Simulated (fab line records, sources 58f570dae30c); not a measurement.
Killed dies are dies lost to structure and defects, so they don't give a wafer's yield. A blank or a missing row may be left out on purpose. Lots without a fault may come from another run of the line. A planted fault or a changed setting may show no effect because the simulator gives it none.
Chamber matching | flow berkeley_cmos170 | UCB170_M3_ETCH_17 on rie_diel-03: 4 sister chambers
The step etches BARC in N2/H2. 14 wafers are shown with their chamber, then 7 later ones without.

WAFERS WITH THEIR CHAMBER
wafer  | chamber | throttle_valve_pct (%) | drypump_motor_current_A (A) | oes_product_au (a.u.)
L838.1 | 3       | 13.52                  | 5.9                         | 0.970
L838.3 | 1       | 13.53                  | 5.5                         | 1.007
L838.4 | 3       | 13.52                  | 6.0                         | 0.976
L840.1 | 1       | 13.49                  | 5.5                         | 1.010
L840.3 | 3       | 13.52                  | 6.0                         | 0.970
L840.5 | 1       | 13.52                  | 5.5                         | 1.016
L843.2 | 2       | 13.61                  | 6.3                         | 0.989
L843.3 | 3       | 13.53                  | 6.0                         | 0.976
L843.6 | 0       | 13.08                  | 6.6                         | 0.993
L846.1 | 3       | 13.51                  | 6.0                         | 0.977
L846.4 | 1       | 13.54                  | 5.5                         | 1.031
L846.6 | 2       | 13.62                  | 6.3                         | 0.996
L853.2 | 0       | 13.06                  | 6.5                         | 1.002
L853.4 | 0       | 13.06                  | 6.5                         | 0.993

SIGNATURES (means of the wafers above)
reading                 | chamber 0 | chamber 1 | chamber 2 | chamber 3 | scatter within a chamber
throttle_valve_pct      | 13.0667   | 13.5200   | 13.6150   | 13.5200   | 0.0138
drypump_motor_current_A | 6.533     | 5.500     | 6.300     | 5.980     | 0.0383
oes_product_au          | 0.99600   | 1.01600   | 0.99250   | 0.97380   | 0.00685
Rule: a wafer's distance from a chamber is the root of the sum, over the readings, of the square of ((its reading less the chamber's mean) divided by the reading's scatter). The wafer belongs to the nearest chamber; if the next one is less than 2 further off, it can't be placed. The scatter: the root of (the sum of the squares of (reading less its chamber's mean) over the shown wafers, divided by (wafers less chambers)).

WAFERS WITHOUT THEIR CHAMBER
wafer  | throttle_valve_pct (%) | drypump_motor_current_A (A) | oes_product_au (a.u.)
L853.5 | 13.54                  | 5.5                         | 1.020
L855.1 | 13.53                  | 5.5                         | 1.022
L855.2 | 13.52                  | 6.0                         | 0.974
L855.4 | 13.06                  | 6.5                         | 0.995
L856.1 | 13.51                  | 5.5                         | 1.021
L856.3 | 13.52                  | 6.0                         | 0.970
L856.6 | 13.53                  | 5.5                         | 1.025

WHICH CHAMBER EACH WENT THROUGH
wafer  | from the rows above | in truth
L853.5 | 1                   | 1
L855.1 | 1                   | 1
L855.2 | 3                   | 3
L855.4 | 0                   | 0
L856.1 | 1                   | 1
L856.3 | 3                   | 3
L856.6 | 1                   | 1
Placed correctly: 7 of 7. Can't be placed from these rows: 0. Placed wrongly: 0.
